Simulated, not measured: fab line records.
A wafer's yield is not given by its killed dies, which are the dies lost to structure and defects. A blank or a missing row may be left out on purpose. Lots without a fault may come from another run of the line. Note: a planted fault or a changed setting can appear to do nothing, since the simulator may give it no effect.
Lot-split experiment | flow berkeley-cmos170 | 23 wafers read across 5 lots, on a route 331 steps long

== SPLIT DETAILS ==
At UCB170_SDANNEAL_RTA_01 (time 5 s), the setting time-s was moved away from the recipe's 5 s on 7 of the 23 wafers read, by -13.3% to -5.8%. This setting was run at the recipe's value on the other wafers.

There is no step in the file separating the split from the reading.

== THE READING ==
At UCB170_SDANNEAL_RS_MEAS_02, a four-point-probe measurement gives PSD_RS in ohm/sq. Typical for fault-free wafers on this fab line: 75.56 ohm/sq, with standard deviation 0.29 ohm/sq.

wafer  | tool, chamber at the split | time-s as run, s | against the recipe | PSD_RS, ohm/sq | against lot-mates on the recipe
L075.1 | rtp-anneal-01, 0           | 5                | recipe             | 75.99          | -
L075.2 | rtp-anneal-01, 0           | 5                | recipe             | 75.68          | -
L075.3 | rtp-anneal-01, 0           | 5                | recipe             | 75.68          | -
L075.4 | rtp-anneal-01, 0           | 5                | recipe             | 75.76          | -
L075.5 | rtp-anneal-01, 0           | 5                | recipe             | 75.75          | -
L084.1 | rtp-anneal-01, 0           | 5                | recipe             | 75.61          | -
L084.3 | rtp-anneal-01, 0           | 4.667            | -6.7%              | 77.01          | +1.32
L084.4 | rtp-anneal-01, 0           | 5                | recipe             | 76.17          | -
L084.5 | rtp-anneal-01, 0           | 4.667            | -6.7%              | 76.52          | +0.83
L084.6 | rtp-anneal-01, 0           | 5                | recipe             | 75.30          | -
L083.1 | rtp-anneal-02, 0           | 5                | recipe             | 75.79          | -
L083.2 | rtp-anneal-02, 0           | 4.712            | -5.8%              | 76.77          | +1.05
L083.3 | rtp-anneal-02, 0           | 4.712            | -5.8%              | 76.76          | +1.04
L083.4 | rtp-anneal-02, 0           | 5                | recipe             | 75.77          | -
L083.6 | rtp-anneal-02, 0           | 5                | recipe             | 75.59          | -
L081.3 | rtp-anneal-01, 0           | 5                | recipe             | 75.08          | -
L081.5 | rtp-anneal-01, 0           | 5                | recipe             | 75.07          | -
L081.6 | rtp-anneal-01, 0           | 5                | recipe             | 75.22          | -
L080.1 | rtp-anneal-01, 0           | 4.333            | -13.3%             | 77.69          | +2.38
L080.2 | rtp-anneal-01, 0           | 4.333            | -13.3%             | 77.93          | +2.62
L080.4 | rtp-anneal-01, 0           | 5                | recipe             | 75.33          | -
L080.5 | rtp-anneal-01, 0           | 4.333            | -13.3%             | 77.64          | +2.33
L080.6 | rtp-anneal-01, 0           | 5                | recipe             | 75.28          | -

THE FIT
A straight line over all 23 wafers: PSD_RS changes by -0.168 ohm/sq for each +1% of time-s; r = -0.94; the points scatter about the line by 0.3 ohm/sq.
The same after taking each lot's own level away (the mean of its wafers on the recipe; 23 wafers): -0.181 ohm/sq for each +1%; r = -0.98; scatter 0.18 ohm/sq.
On that fit, the largest move of time-s shifts the reading by 2.4 ohm/sq.
From 75.123 to 75.772 ohm/sq: that is the span of the lots' own levels, equal to 2.2 times the standard deviation above.
So the lot-to-lot level changes the slope little: the two slopes agree.
Check: +2.42 ohm/sq against its lot-mates is what the line predicts for one of the wafers moved furthest among these (-13.3%) when that wafer is left out of the fit. It came out at +2.38 ohm/sq against them.

== THE OTHER SPLITS THESE WAFERS WENT THROUGH ==
Note: prior to the reading, these wafers also went through further splits. Each is held against what the fit with the lots' levels taken away leaves over:
other split on the same wafers    | wafers away from the commonest value | r with PSD_RS (lot level and that fit taken away)
UCB170_PLDD_COAT_01 resist-thk-nm | 7                                    | -0.02
UCB170_NSD_IMPLANT_08 dose-cm2    | 8                                    | -0.32

== THE FILE'S OWN FIT ==
PSD_RS changes by -0.179 ohm/sq for each +1% of time-s, r = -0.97.
